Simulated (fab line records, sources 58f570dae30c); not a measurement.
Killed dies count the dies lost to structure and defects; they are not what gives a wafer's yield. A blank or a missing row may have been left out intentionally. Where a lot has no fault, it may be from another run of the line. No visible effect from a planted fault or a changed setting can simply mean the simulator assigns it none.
Problem report in the 8D (eight disciplines) form, filled by code / flow berkeley-cmos170 / the parts of the form that need people (team, actions taken, sign-off) are left out

== 1. THE ISSUE ==
Wafers without a fault read 448.0 W, standard deviation 1.5; rf-fwd-power-W at UCB170_NWELL_ETCH_13 reads a mean of 267.8 W on 6 wafers belonging to 2 lots. So: -99 or more standard deviations from the usual mean.
The step: etches Si3N4 in CH3F/Ar/O2, stops on SiO2, target depth 246.4 nm, time 154 s.
Earliest sighting: wafer L758.4 on rie-diel-01 at day 4 04:12. At this step, 42 wafers from 14 lots have a number in the record. Rule for "out" (also "out of limits"): further than 4 standard deviations from the usual mean. The other wafers with a number count as sound.

== 2. WHAT IT IS AND WHAT IT IS NOT ==
question=which readings at this step | is=rf-fwd-power-W, oes-product-au | is not=chamber-pressure-mTorr, drypump-motor-current-A, throttle-valve-pct
question=which lots | is=L758, L762 | is not=L749, L750, L751, L752, L753, L754, L756, L757, L767, L769, L771, L772
question=which wafers of those lots | is=all that have a number | is not=-
question=read on which tools | is=rie-diel-01 | is not=rie-diel-02, rie-diel-03
question=when | is=from day 4 04:12 | is not=up to then (24 sound wafers); but 12 sound wafers of L767, L769, L771, L772 came after

== 3. WHAT RULES OUT EACH SUSPECT ==
Counting: a tool stays on the suspect list if, at a process step up to the reading, it processed all lots that are out and no sound lot following the first of them.
- rie-diel-01 at UCB170_NWELL_ETCH_13 (etches Si3N4 in CH3F/Ar/O2, stops on SiO2, target depth 246.4 nm, time 154 s): kept. It ran every lot that is out, first L758 (day 4 04:12), and no sound lot after that; its last sound lot up to then is L757 (day 3 21:07). On those wafers its own readings are out: oes-product-au, rf-fwd-power-W.
The count leaves rie-diel-01 at UCB170_NWELL_ETCH_13.

== 4. THE CAUSE (what the simulator had put in) ==
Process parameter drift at UCB170_NWELL_ETCH_13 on rie-diel-01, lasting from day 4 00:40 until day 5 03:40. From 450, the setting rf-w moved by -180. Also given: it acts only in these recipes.
Only this tool survived the counting.

== 5. THE CHAIN OF EFFECTS, in route order ==
Each row: a reading where the mean over the struck wafers with a number is more than 3 standard deviations away from the usual. Readings are gone through only where the record gives a usual standard deviation; hours: the median, over the lots, of the time from a lot's start at the first step in this table giving one to that lot's start at this step; sigmas: the change measured in usual standard deviations.
hours=0; step=UCB170_NWELL_ETCH_13; reading=oes-product-au; usual=0.945 a.u.; on struck wafers=0.857; change=-0.088; sigmas=-5.5
hours=0; step=UCB170_NWELL_ETCH_13; reading=rf-fwd-power-W; usual=448.0 W; on struck wafers=267.8; change=-180.2; sigmas=-99 or more
hours=0; step=UCB170_NWELL_STRIP_15; reading=strip-time-to-endpoint-s; usual=18.01 s; on struck wafers=18.89; change=+0.88; sigmas=+11
The process steps in it:
- UCB170_NWELL_ETCH_13: etches Si3N4 in CH3F/Ar/O2, stops on SiO2, target depth 246.4 nm, time 154 s.
- UCB170_NWELL_STRIP_15: strips in O2.

== 6. WHAT WOULD HAVE CAUGHT IT SOONER ==
In this record no reading fell out of limits until day 4 04:12, 4 hours after the fault had begun at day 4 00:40.
